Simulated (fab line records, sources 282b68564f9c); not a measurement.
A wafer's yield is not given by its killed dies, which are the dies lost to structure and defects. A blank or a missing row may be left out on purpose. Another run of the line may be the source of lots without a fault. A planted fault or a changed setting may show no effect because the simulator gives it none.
A struck lot beside a sound one || flow rit-cmos || 14 steps out of a route of 202
Sound: the wafers L218.1, L218.3, L218.4. Wafers L226.1, L226.5, L226.6 were the ones struck. The cause is given at the end.
Per side, at each step with rows, come the tool, then ch with its chambers, and then its first start. Under that, the readings that differ: sound wafers || struck wafers || difference of the means || sigmas: that difference in standard deviations of wafers without a fault.
alike: words and numbers the same on both sides, and readings whose means are apart by under 2 such deviations; not compared: readings that were withheld, readings missing a value for some wafer, numbers with overlapping values and no deviation given by the record, and bounds like >300 which may hide the same value.
Wherever a step has rows on one side only, a row that says differs or no value, or a row with sigmas, the two part there. Non-overlapping numbers with no deviation appear without sigmas and do not part them. A reading that every wafer of one side lacks parts them only if that side has two wafers or more.

first, 1 step without rows for these wafers: RIT_CONTACT_HARDBAKE_10 (time 60 s).
RIT_CONTACT_ETCH_11: etches SiO2 in CHF3/CF4/Ar, stops on TiSi2, target depth 480 nm, time 320 s.
  sound on rie-diel-01 ch 1,3, day 4 04:43; struck on rie-diel-01 ch 0,2,3, day 5 21:32
  alike: drypump-motor-current-A, oes-product-au, throttle-valve-pct
  not compared: rf-hours-counter-h
RIT_CONTACT_STRIP_12: strips in O2, time 180 s.
  sound on plasma-asher-04 ch 0,1, day 4 04:55; struck on plasma-asher-03 ch 0,1, day 5 21:43
  alike: drypump-motor-current-A
  not compared: rf-hours-counter-h
RIT_CONTACT_CD_MEAS_90 targets a cd of 1000 nm.
  sound on cd-sem-02 at day 4 05:05; struck on cd-sem-02 at day 5 21:54
  alike: cd-nm
then, 2 steps without rows for these wafers: RIT_CONTACT_CLEAN_13 (cleans in SC1, time 600 s); RIT_CONTACT_CLEAN_14 (cleans in SC2, time 600 s).
RIT_M1_SPUTTER_00: material Al, target thk 400 nm, time 500 s.
  sound on pvd-sputter-03 at day 4 05:35; struck on pvd-sputter-01 at day 5 22:22
  alike: throttle-valve-pct
RIT_M1_RS_MEAS_01: the measuring method here is four-point-probe.
  sound on film-metro-03 at day 4 05:52; struck on film-metro-04 at day 5 22:40
  alike: M1_AL_RS
RIT_M1_THK_MEAS_02: measures by xrf.
  sound on film-metro-03 at day 4 05:59; struck on film-metro-04 at day 5 22:47
  alike: M1_AL_THK
then, 3 steps without rows for these wafers: RIT_M1_HMDS_03 (prime time 60 s); RIT_M1_COAT_04 (resist thk 1300 nm); RIT_M1_SOFTBAKE_05 (time 60 s).
RIT_M1_EXPOSE_06: exposes mask M12, target cd 2600 nm.
  struck on iline-stepper-01, day 5 23:25; sound on iline-stepper-02 ch 0, day 4 06:30
  no value came back on the struck wafers for exposure-dose-mJ-cm2, focus-offset-nm (nm); on the sound wafers exposure-dose-mJ-cm2 reads 249.81 249.50 250.02
  alike: mask
following that, these wafers have no rows for 1 step: RIT_M1_PEB_07.

== WHERE THEY PART ==
Only at RIT_M1_EXPOSE_06, within this record.

WHY: whatever the simulator had introduced
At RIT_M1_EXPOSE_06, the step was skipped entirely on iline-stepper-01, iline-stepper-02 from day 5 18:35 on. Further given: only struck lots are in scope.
